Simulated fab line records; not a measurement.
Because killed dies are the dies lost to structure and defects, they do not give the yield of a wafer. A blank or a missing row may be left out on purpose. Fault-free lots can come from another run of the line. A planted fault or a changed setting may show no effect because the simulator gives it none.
fab line records | flow ritCmos
[record] lots = 6 | wafers = 18 | lastDay = 6
route steps=202 shown M1@188
lots untouched by any fault: they come from a run of this same line in which no faults occurred
startH: start of the lot's first displayed wafer, in hours after the record's first day | waitH: hours elapsed since this lot's preceding step | " identical to the entry in the row above | L1.1+2: a row that stands for several wafers | - no value present, or no start provided | * or withheld: withheld | < > ~ a bound
route shown NAME@n: a module of which the file shows steps, and the number in the route of the first | usual: average and standard deviation across the fault-free wafers | same: alike in all rows | chamber/n: place in a boat | sites: readings site by site | _std_site: the standard deviation of these | _edge_site: inner sites' mean taken away from outer sites' mean | radiusMm: how far each site lies from the wafer's centre | mask NAME#n: copy n | behind: tool/chamber where the wafer was last shaped | hold: what put the lot on hold/how long, in hours/how the hold closed | device: whichever transistor did not switch (one of n, p or np) | end of line: tests of these same wafers at the route's end | for a step that has no rows: nothing shown but its recipe | killed: at the first sort, the dies lost to defects and structure; wafer yield is something else | map: a wafer's dies, x killed, . not, _ none there
set.NAME: the setting as run; set.NAME@STEP: as run at that earlier step | model.NAME: the simulator's own value behind a step, which no gauge read
certain route steps with their lots: each step a table, each wafer a row
services: from which hour (startH, from the record's first day; less than 0 if before it) a tool's chamber was out of use, for how many hours, and why
[[steps]]
[step RIT_M1_COAT_04]
[recipe] resist = NOVOLAK | spinRpm = 2000 | resistThkNm = 1300
[step RIT_M1_SOFTBAKE_05]
[recipe] resist = NOVOLAK | tempC = 90 | timeS = 60
[step RIT_M1_EXPOSE_06]
[recipe] maskId = M12 | na = 0.6 | sourceShape = conventional | sigmaOuter = 0.5 | targetCdNm = 2600 | doseMj = 246.6
[step RIT_M1_PEB_07]
[recipe] resist = NOVOLAK | tempC = withheld | timeS = withheld
[step RIT_M1_DEVELOP_08]
[recipe] resist = NOVOLAK | developTimeS = 68 | devTempC = 23
[step RIT_M1_CD_MEAS_09]
[recipe] targetCdNm = 2600
[usual] cdNm = 2599.7/2.6
lot.wafer | tool     | chamber | startH | waitH | cdNm
L903.2    | cdSem-01 | -       | 63.77  | -     | 2600.4
L903.5    | "        | -       | "      | "     | 2600.3
L903.6    | "        | -       | "      | "     | 2599.6
L904.1    | cdSem-01 | -       | 70.93  | -     | 2598.6
L904.2    | "        | -       | "      | "     | 2598.6
L904.4    | "        | -       | "      | "     | 2599.0
L905.1    | cdSem-01 | -       | 72.23  | -     | 2598.3
L905.2    | "        | -       | "      | "     | 2598.7
L905.6    | "        | -       | "      | "     | 2599.2
L911.1    | cdSem-02 | -       | 102.26 | -     | 2601.4
L911.4    | "        | -       | "      | "     | 2601.0
L911.5    | "        | -       | "      | "     | 2600.7
L915.2    | cdSem-02 | -       | 120.24 | -     | 2599.4
L915.3    | "        | -       | "      | "     | 2598.3
L915.5    | "        | -       | "      | "     | 2599.1
L916.2    | cdSem-02 | -       | 133.23 | -     | 2600.8
L916.5    | "        | -       | "      | "     | 2601.6
L916.6    | "        | -       | "      | "     | 2601.0
[step RIT_M1_OVL_MEAS_10]
[usual] M1_OVL = 0.4/1.3
lot.wafer | tool       | chamber | startH | waitH | M1_OVL[nm]
L903.2    | overlay-02 | -       | 63.87  | 0.1   | 2.1
L903.5    | "          | -       | "      | "     | 2.1
L903.6    | "          | -       | "      | "     | -0.5
L904.1    | overlay-01 | -       | 71.05  | 0.1   | -1.5
L904.2    | "          | -       | "      | "     | -0.2
L904.4    | "          | -       | "      | "     | 0.1
L905.1    | overlay-02 | -       | 72.35  | 0.1   | -0.9
L905.2    | "          | -       | "      | "     | 1.7
L905.6    | "          | -       | "      | "     | 2.0
L911.1    | overlay-02 | -       | 102.38 | 0.1   | 0.7
L911.4    | "          | -       | "      | "     | 0.6
L911.5    | "          | -       | "      | "     | 0.9
L915.2    | overlay-01 | -       | 120.34 | 0.1   | -0.3
L915.3    | "          | -       | "      | "     | -2.2
L915.5    | "          | -       | "      | "     | -1.0
L916.2    | overlay-02 | -       | 133.33 | 0.1   | 1.9
L916.5    | "          | -       | "      | "     | 0.6
L916.6    | "          | -       | "      | "     | 0.4
[step RIT_M1_HARDBAKE_11]
[recipe] resist = NOVOLAK | tempC = 140 | timeS = 120
[step RIT_M1_METAL_ETCH_12]
[recipe] stopOn = SiO2 | chemistry = Cl2/BCl3 | target = Al | timeS = 165 | overEtchFrac = 0.5 | pressureMtorr = 100 | targetDepthA = 6000 | rfW = 250 | Cl2_flow_sccm = 60 | bcl3FlowSccm = 50
[usual] drypumpMotorCurrentA = 5.58/0.19 | oesProductAu = 0.784/0.011 | rfFwdPowerW = 248.9/0.83 | throttleValvePct = 8.26/0.071
lot.wafer | tool        | chamber | startH | waitH | drypumpMotorCurrentA | oesProductAu | rfFwdPowerW | rfHoursCounterH | throttleValvePct
L903.2    | rieMetal-04 | 0       | 64.15  | 0.2   | 5.32                 | 0.791        | 249.4       | 2.3             | 8.25
L903.5    | "           | 0       | "      | "     | 5.31                 | 0.779        | 248.8       | -               | 8.29
L903.6    | "           | 1       | "      | "     | 5.88                 | 0.791        | 249.4       | -               | 8.22
L904.1    | rieMetal-01 | 0       | 71.34  | 0.2   | 5.71                 | 0.778        | 248.4       | 4.3             | 8.36
L904.2    | "           | 1       | "      | "     | 5.44                 | 0.757        | 249.2       | 4.3             | 8.13
L904.4    | "           | 0       | "      | "     | 5.72                 | 0.781        | 248.1       | -               | 8.35
L905.1    | rieMetal-02 | 0       | 72.64  | 0.2   | 5.67                 | 0.794        | 249.1       | 0.7             | 8.29
L905.2    | "           | 1       | "      | "     | 5.49                 | 0.777        | 248.9       | 0.7             | 8.28
L905.6    | "           | 1       | "      | "     | 5.46                 | 0.771        | 250.2       | -               | 8.27
L911.1    | rieMetal-02 | 1       | 102.74 | 0.2   | 5.46                 | 0.777        | 249.0       | 1.1             | 8.28
L911.4    | "           | 0       | "      | "     | 5.69                 | 0.802        | 248.9       | -               | 8.29
L911.5    | "           | 0       | "      | "     | 5.69                 | 0.810        | 250.2       | -               | 8.30
L915.2    | rieMetal-04 | 1       | 120.62 | 0.2   | 5.94                 | 0.793        | 247.6       | 2.9             | 8.23
L915.3    | "           | 1       | "      | "     | 5.90                 | 0.803        | 247.9       | -               | 8.23
L915.5    | "           | 1       | "      | "     | 5.90                 | 0.791        | 248.3       | -               | 8.23
L916.2    | rieMetal-02 | 0       | 133.61 | 0.2   | 5.68                 | 0.793        | 247.7       | 1.5             | 8.28
L916.5    | "           | 1       | "      | "     | 5.43                 | 0.778        | 249.1       | -               | 8.26
L916.6    | "           | 0       | "      | "     | 5.67                 | 0.802        | 249.4       | -               | 8.27
[step RIT_M1_STRIP_13]
[recipe] chemistry = nmp | resist = NOVOLAK | tempC = 80 | timeS = 600 | dry = n2Spin
[step RIT_M1_STRIP_14]
[recipe] chemistry = O2 | timeS = 171.1 | platenTempC = withheld | powerW = 500 | pressureMtorr = 4000 | o2FlowSccm = 4000
[usual] drypumpMotorCurrentA = 5.89/0.2 | o2FlowSccm = 3999/13
lot.wafer | tool           | chamber | startH | waitH | drypumpMotorCurrentA | o2FlowSccm | rfHoursCounterH
L903.2    | plasmaAsher-01 | 0       | 64.67  | 0.0   | 5.65                 | 3988       | 43
L903.5    | "              | 1       | "      | "     | 5.65                 | 3998       | -
L903.6    | "              | 0       | "      | "     | 5.62                 | 3992       | -
L904.1    | plasmaAsher-02 | 1       | 71.67  | 0.0   | 5.70                 | 3979       | 43
L904.2    | "              | 0       | "      | "     | 6.06                 | 4014       | 43
L904.4    | "              | 1       | "      | "     | 5.72                 | 3991       | -
L905.1    | plasmaAsher-02 | 0       | 72.98  | 0.0   | 6.06                 | 4003       | 43
L905.2    | "              | 1       | "      | "     | 5.71                 | 4019       | 43
L905.6    | "              | 0       | "      | "     | 6.05                 | 4005       | -
L911.1    | plasmaAsher-01 | 1       | 103.09 | 0.0   | 5.65                 | 3993       | 47
L911.4    | "              | 0       | "      | "     | 5.66                 | 4006       | -
L911.5    | "              | 0       | "      | "     | 5.69                 | 3999       | -
L915.2    | plasmaAsher-03 | 1       | 120.96 | 0.0   | 5.95                 | 3976       | 35
L915.3    | "              | 1       | "      | "     | 5.94                 | 3970       | -
L915.5    | "              | 1       | "      | "     | 5.95                 | 3986       | -
L916.2    | plasmaAsher-03 | 1       | 133.95 | 0.0   | 5.98                 | 4001       | 37
L916.5    | "              | 1       | "      | "     | 5.98                 | 4023       | -
L916.6    | "              | 0       | "      | "     | 6.19                 | 3994       | -
[step RIT_M1_CD_MEAS_90]
[recipe] targetCdNm = 2600
[usual] cdNm = 2599.5/2.4
lot.wafer | tool     | chamber | startH | waitH | cdNm
L903.2    | cdSem-02 | -       | 64.86  | 0.1   | 2600.8
L903.5    | "        | -       | "      | "     | 2599.4
L903.6    | "        | -       | "      | "     | 2598.6
L904.1    | cdSem-01 | -       | 71.85  | 0.1   | 2598.4
L904.2    | "        | -       | "      | "     | 2601.2
L904.4    | "        | -       | "      | "     | 2598.8
L905.1    | cdSem-01 | -       | 73.15  | 0.1   | 2599.9
L905.2    | "        | -       | "      | "     | 2596.5
L905.6    | "        | -       | "      | "     | 2598.0
L911.1    | cdSem-01 | -       | 103.27 | 0.1   | 2600.8
L911.4    | "        | -       | "      | "     | 2601.1
L911.5    | "        | -       | "      | "     | 2600.0
L915.2    | cdSem-01 | -       | 121.15 | 0.1   | 2599.3
L915.3    | "        | -       | "      | "     | 2598.5
L915.5    | "        | -       | "      | "     | 2598.6
L916.2    | cdSem-01 | -       | 134.15 | 0.1   | 2600.8
L916.5    | "        | -       | "      | "     | 2602.7
L916.6    | "        | -       | "      | "     | 2599.3
[step RIT_M1_ANNEAL_15]
[recipe] tempC = 450 | timeS = 1800 | ambient = forming_gas_H2N2
[usual] spikeTcCentreC = 451.6/1.1 | spikeTcLoadC = 471.8/0.95 | spikeTcSourceC = 468.4/0.99 | tubeCenterTempC = 450/0.038 | tube_center_temp_C_max = 451.19/0.19 | zonePowerCentrePct = 21.02/0.22 | zonePowerLoadPct = 6.97/0.073 | zonePowerSourcePct = 6.56/0.072
lot.wafer | tool       | chamber | startH | waitH | spikeTcCentreC | spikeTcLoadC | spikeTcSourceC | tubeCenterTempC | tube_center_temp_C_max | zonePowerCentrePct | zonePowerLoadPct | zonePowerSourcePct
L903.2    | furnace-02 | 0       | 64.96  | 0.1   | 451.1          | 470.6        | 468.3          | 450.02          | 451.25                 | 21.40              | 6.89             | 6.59
L903.5    | "          | 0       | "      | "     | 451.4          | 471.0        | 468.7          | 450.04          | 451.33                 | 21.14              | 7.07             | 6.58
L903.6    | "          | 0       | "      | "     | 452.3          | 471.1        | 469.0          | 450             | 451.15                 | 20.50              | 7.00             | 6.62
L904.1    | furnace-02 | 0       | 71.97  | 0.1   | 451.0          | 471.9        | 468.6          | 449.96          | 451.48                 | 21.17              | 6.99             | 6.63
L904.2    | "          | 0       | "      | "     | 452.8          | 471.8        | 468.2          | 450.03          | 451.20                 | 20.87              | 7.01             | 6.53
L904.4    | "          | 0       | "      | "     | 449.9          | 472.2        | 468.7          | 449.98          | 450.90                 | 20.85              | 7.01             | 6.62
L905.1    | furnace-02 | 0       | 73.47  | 0.3   | 451.3          | 472.5        | 468.3          | 450.06          | 451.43                 | 20.87              | 6.85             | 6.39
L905.2    | "          | 0       | "      | "     | 450.1          | 472.6        | 468.0          | 450             | 450.92                 | 20.62              | 6.86             | 6.47
L905.6    | "          | 0       | "      | "     | 452.5          | 473.7        | 467.7          | 449.97          | 451.23                 | 21.00              | 7.00             | 6.58
L911.1    | furnace-02 | 0       | 103.39 | 0.1   | 454.5          | 471.7        | 469.3          | 450.02          | 451.57                 | 21.07              | 6.92             | 6.55
L911.4    | "          | 0       | "      | "     | 452.0          | 470.1        | 466.1          | 449.97          | 450.95                 | 21.13              | 7.03             | 6.55
L911.5    | "          | 0       | "      | "     | 451.2          | 471.9        | 468.5          | 449.98          | 451.46                 | 20.91              | 6.99             | 6.52
L915.2    | furnace-02 | 0       | 121.25 | 0.1   | 420.7          | 439.3        | 437.8          | 420.01          | 421.07                 | 19.40              | 6.20             | 5.81
L915.3    | "          | 0       | "      | "     | 421.9          | 441.5        | 437.5          | 419.98          | 421.11                 | 19.42              | 6.11             | 5.76
L915.5    | "          | 0       | "      | "     | 422.9          | 442.4        | 438.0          | 419.94          | 421.13                 | 19.23              | 6.26             | 5.85
L916.2    | furnace-02 | 0       | 134.25 | 0.1   | 420.8          | 441.4        | 437.7          | 420.05          | 421.29                 | 19.30              | 6.20             | 5.84
L916.5    | "          | 0       | "      | "     | 422.3          | 441.2        | 438.0          | 420             | 421.47                 | 19.11              | 6.24             | 5.92
L916.6    | "          | 0       | "      | "     | 421.9          | 441.1        | 437.4          | 419.98          | 420.88                 | 19.51              | 6.13             | 5.75
[step RIT_M1_BOW_MEAS_16]
[recipe] mode = bow
[usual] M1_BOW = 17/6.6
lot.wafer | tool         | chamber | startH | waitH | M1_BOW[um]
L903.2    | filmMetro-04 | -       | 66.48  | 0.0   | 17
L903.5    | "            | -       | "      | "     | 24
L903.6    | "            | -       | "      | "     | 16
L904.1    | filmMetro-04 | -       | 73.47  | 0.0   | 19
L904.2    | "            | -       | "      | "     | 19
L904.4    | "            | -       | "      | "     | 11
L905.1    | filmMetro-04 | -       | 74.97  | 0.0   | 24
L905.2    | "            | -       | "      | "     | 15
L905.6    | "            | -       | "      | "     | 28
L911.1    | filmMetro-01 | -       | 104.89 | 0.0   | 15
L911.4    | "            | -       | "      | "     | 13
L911.5    | "            | -       | "      | "     | 20
L915.2    | filmMetro-02 | -       | 122.77 | 0.0   | 17
L915.3    | "            | -       | "      | "     | 23
L915.5    | "            | -       | "      | "     | 25
L916.2    | filmMetro-01 | -       | 135.77 | 0.0   | 12
L916.5    | "            | -       | "      | "     | 15
L916.6    | "            | -       | "      | "     | 10
[step RIT_M1_PROBE_99]
[usual] defectLimitedYield = 97.5/1.1 | killedAtFrontEnd = 6.6/2.8 | killedDies = 6.6/2.8 | killedOpen = 3.3/1.9 | killedShort = 3.2/1.8 | sort_bin_3_pad_short = 0.1/0.2 | sort_bin_5_function = 1.4/0.83 | sort_bin_6_memory = 0.9/0.55 | sortNPass = 257.4/2.8 | sortYieldPct = 97.5/1.1
[same] grossDies = 264 | killed_at_M0_to_M3 = 0 | killed_at_M4_up = 0 | killedAtBackSide = 0 | killedAtContacts = 0 | killedAtOther = 0
lot.wafer | tool      | chamber | startH | waitH | defectLimitedYield[%] | killedAtFrontEnd | killedDies | killedOpen | killedShort | sort_bin_3_pad_short[%] | sort_bin_5_function[%] | sort_bin_6_memory[%] | sortNPass | sortYieldPct[%] | model.etest.nmos_0p15.junctionLog10AUm | model.etest.contactPplus.rcOhm | model.etest.contactPpoly.rcOhm | model.etest.contactNpoly.rcOhm | model.etest.contactNplus.rcOhm
L903.2    | prober-01 | -       | 66.63  | 0.1   | 97.7                  | 6                | 6          | 4          | 2           | 0                       | 1.5                    | 0.8                  | 258.0     | 97.7            | -13.51                                 | 1.402                          | 1.388                          | 1.448                          | 1.361
L903.5    | prober-01 | -       | 66.78  | 0.2   | 98.5                  | 4                | 4          | 0          | 3           | 0                       | 1.1                    | 0.4                  | 260.0     | 98.5            | -13.36                                 | 1.399                          | 1.39                           | 1.385                          | 1.366
L903.6    | prober-01 | -       | 66.83  | 0.2   | 97.0                  | 8                | 8          | 4          | 4           | 0.4                     | 1.5                    | 1.1                  | 256.0     | 97.0            | -13.62                                 | 1.459                          | 1.355                          | 1.425                          | 1.369
L904.1    | prober-02 | -       | 73.59  | 0.1   | 98.5                  | 4                | 4          | 3          | 1           | 0                       | 0.8                    | 0.8                  | 260.0     | 98.5            | -13.22                                 | 1.32                           | 1.356                          | 1.403                          | 1.354
L904.2    | prober-02 | -       | 73.64  | 0.1   | 97.7                  | 6                | 6          | 3          | 3           | 0.4                     | 0.4                    | 1.5                  | 258.0     | 97.7            | -13.54                                 | 1.432                          | 1.422                          | 1.418                          | 1.381
L904.4    | prober-02 | -       | 73.74  | 0.2   | 97.0                  | 8                | 8          | 3          | 5           | 0                       | 1.9                    | 1.1                  | 256.0     | 97.0            | -13.55                                 | 1.369                          | 1.379                          | 1.34                           | 1.346
L905.1    | prober-01 | -       | 75.09  | 0.1   | 97.0                  | 8                | 8          | 2          | 6           | 0.4                     | 1.9                    | 0.8                  | 256.0     | 97.0            | -13.53                                 | 1.341                          | 1.399                          | 1.391                          | 1.42
L905.2    | prober-01 | -       | 75.14  | 0.1   | 98.5                  | 4                | 4          | 3          | 1           | 0                       | 0.4                    | 1.1                  | 260.0     | 98.5            | -13.55                                 | 1.362                          | 1.359                          | 1.358                          | 1.366
L905.6    | prober-01 | -       | 75.34  | 0.2   | 98.1                  | 5                | 5          | 4          | 1           | 0                       | 1.1                    | 0.8                  | 259.0     | 98.1            | -13.41                                 | 1.389                          | 1.328                          | 1.401                          | 1.408
L911.1    | prober-01 | -       | 105.01 | 0.1   | 98.1                  | 5                | 5          | 3          | 2           | 0                       | 1.5                    | 0.4                  | 259.0     | 98.1            | -13.65                                 | 1.337                          | 1.434                          | 1.357                          | 1.381
L911.4    | prober-01 | -       | 105.16 | 0.2   | 97.3                  | 7                | 7          | 6          | 1           | 0                       | 1.1                    | 1.5                  | 257.0     | 97.3            | -13.6                                  | 1.357                          | 1.382                          | 1.356                          | 1.351
L911.5    | prober-01 | -       | 105.21 | 0.2   | 95.8                  | 11               | 11         | 8          | 3           | 0.4                     | 1.5                    | 2.3                  | 253.0     | 95.8            | -13.42                                 | 1.365                          | 1.376                          | 1.399                          | 1.353
L915.2    | prober-01 | -       | 122.92 | 0.1   | 98.5                  | 4                | 4          | 2          | 2           | 0.4                     | 1.1                    | 0                    | 260.0     | 98.5            | -13.73                                 | 1.512                          | 1.495                          | 1.556                          | 1.511
L915.3    | prober-01 | -       | 122.97 | 0.2   | 95.8                  | 11               | 11         | 3          | 8           | 0.4                     | 2.7                    | 1.1                  | 253.0     | 95.8            | -13.5                                  | 1.53                           | 1.532                          | 1.477                          | 1.454
L915.5    | prober-01 | -       | 123.07 | 0.2   | 98.5                  | 4                | 4          | 0          | 4           | 0                       | 0.8                    | 0.8                  | 260.0     | 98.5            | -13.78                                 | 1.527                          | 1.511                          | 1.517                          | 1.446
L916.2    | prober-02 | -       | 135.92 | 0.1   | 98.1                  | 5                | 5          | 3          | 2           | 0                       | 1.5                    | 0.4                  | 259.0     | 98.1            | -13.78                                 | 1.565                          | 1.544                          | 1.514                          | 1.53
L916.5    | prober-02 | -       | 136.07 | 0.2   | 96.6                  | 9                | 9          | 3          | 4           | 0                       | 2.3                    | 1.1                  | 255.0     | 96.6            | -13.74                                 | 1.538                          | 1.607                          | 1.517                          | 1.462
L916.6    | prober-02 | -       | 136.12 | 0.2   | 97.7                  | 6                | 6          | 2          | 4           | 0.4                     | 1.9                    | 0                    | 258.0     | 97.7            | -13.83                                 | 1.599                          | 1.55                           | 1.58                           | 1.566
// killed by level:class
L903.2 GATE:geometricParticle:open=3 FOX2:geometricParticle:short=1 REOX:geometricParticle:short=1 SPACER:geometricParticle:open=1
L903.5 FOX1:geometricParticle:short=1 GATE:geometricParticle:short=1 REOX:geometricParticle:short=1 GATE:coatMicrobubblePrinted=1
L903.6 GATE:geometricParticle:open=3 FOX2:geometricParticle:short=1 GATE:geometricParticle:short=1 REOX:geometricParticle:short=1 SPACER:geometricParticle:short=1 SILICIDE:geometricParticle:open=1
L904.1 FOX2:geometricParticle:open=1 GATE:geometricParticle:open=1 SPACER:geometricParticle:short=1 SILICIDE:geometricParticle:open=1
L904.2 GATE:geometricParticle:short=2 GATE:geometricParticle:open=2 REOX:geometricParticle:open=1 SPACER:geometricParticle:short=1
L904.4 SPACER:geometricParticle:open=2 SILICIDE:geometricParticle:short=2 GATE:geometricParticle:short=1 REOX:geometricParticle:open=1 REOX:geometricParticle:short=1 SPACER:geometricParticle:short=1
L905.1 GATE:geometricParticle:short=2 GATE:geometricParticle:open=2 ACTIVE:geometricParticle:short=1 FOX1:geometricParticle:short=1 REOX:geometricParticle:short=1 SPACER:geometricParticle:short=1
L905.2 FOX1:geometricParticle:open=1 GATE:geometricParticle:open=1 SPACER:geometricParticle:short=1 SILICIDE:geometricParticle:open=1
L905.6 SILICIDE:geometricParticle:open=2 GATE:geometricParticle:open=1 REOX:geometricParticle:open=1 SILICIDE:geometricParticle:short=1
L911.1 GATE:geometricParticle:open=2 FOX2:geometricParticle:short=1 GATE:geometricParticle:short=1 SILICIDE:geometricParticle:open=1
L911.4 SPACER:geometricParticle:open=2 GATE:geometricParticle:open=2 FOX1:geometricParticle:open=1 GATE:geometricParticle:short=1 REOX:geometricParticle:open=1
L911.5 GATE:geometricParticle:open=5 FOX2:geometricParticle:open=3 FOX2:geometricParticle:short=2 GATE:geometricParticle:short=1
L915.2 GATE:geometricParticle:open=1 REOX:geometricParticle:short=1 SILICIDE:geometricParticle:open=1 SILICIDE:geometricParticle:short=1
L915.3 GATE:geometricParticle:short=6 FOX1:geometricParticle:short=1 GATE:geometricParticle:open=1 REOX:geometricParticle:short=1 REOX:geometricParticle:open=1 SPACER:geometricParticle:open=1
L915.5 GATE:geometricParticle:short=1 REOX:geometricParticle:short=1 SPACER:geometricParticle:short=1 SILICIDE:geometricParticle:short=1
L916.2 GATE:geometricParticle:open=2 REOX:geometricParticle:short=1 SPACER:geometricParticle:open=1 SILICIDE:geometricParticle:short=1
L916.5 REOX:geometricParticle:short=3 GATE:geometricParticle:open=2 NSD:coatMicrobubblePrinted=2 SPACER:geometricParticle:open=1 SILICIDE:geometricParticle:short=1
L916.6 GATE:geometricParticle:open=2 GATE:geometricParticle:short=1 REOX:geometricParticle:short=1 SPACER:geometricParticle:short=1 SILICIDE:geometricParticle:short=1
[[services]]
tool           | chamber | startH | hours | kind
rieMetal-01    | -       | 44.82  | 4.0   | pm
plasmaAsher-02 | -       | 47.67  | 6.0   | repair
plasmaAsher-03 | -       | 57.27  | 5.9   | repair
plasmaAsher-02 | -       | 77.79  | 6.2   | repair
rieMetal-04    | -       | 103.27 | 14.6  | pm
plasmaAsher-01 | -       | 105.85 | 1.3   | repair
plasmaAsher-01 | -       | 108.39 | 19.9  | repair
plasmaAsher-02 | -       | 108.75 | 9.0   | pm
plasmaAsher-02 | 0       | 108.75 | 9.0   | ventCycle
plasmaAsher-02 | 1       | 108.75 | 9.0   | ventCycle
plasmaAsher-02 | 0       | 117.75 | -     | clean
plasmaAsher-02 | 1       | 117.75 | -     | clean
[[key]]
[firstSign] step = RIT_M1_ANNEAL_15 | reading = tubeCenterTempC | direction = down | sigmas = 99+ | usual = * | struck = *
[effect] step = RIT_M1_ANNEAL_15 | reading = tube_center_temp_C_max | direction = down | sigmas = 99+ | usual = * | struck = *
[modelEffect] step = RIT_M1_PROBE_99 | value = etest.nmos_0p15.junctionLog10AUm | without = -13.52 | struck = -13.73
metAt RIT_M1_ANNEAL_15
struckWafers L915.2,L915.3,L915.5,L916.2,L916.5,L916.6
onsetBetween 103.39 121.25
[fault] kind = processParameterDrift | tool = furnace-02 | chamber = - | onsetH = 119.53 | steps = RIT_M1_ANNEAL_15 | channel = tempC | offset = * | shape = step | endH = 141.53 | stated = *
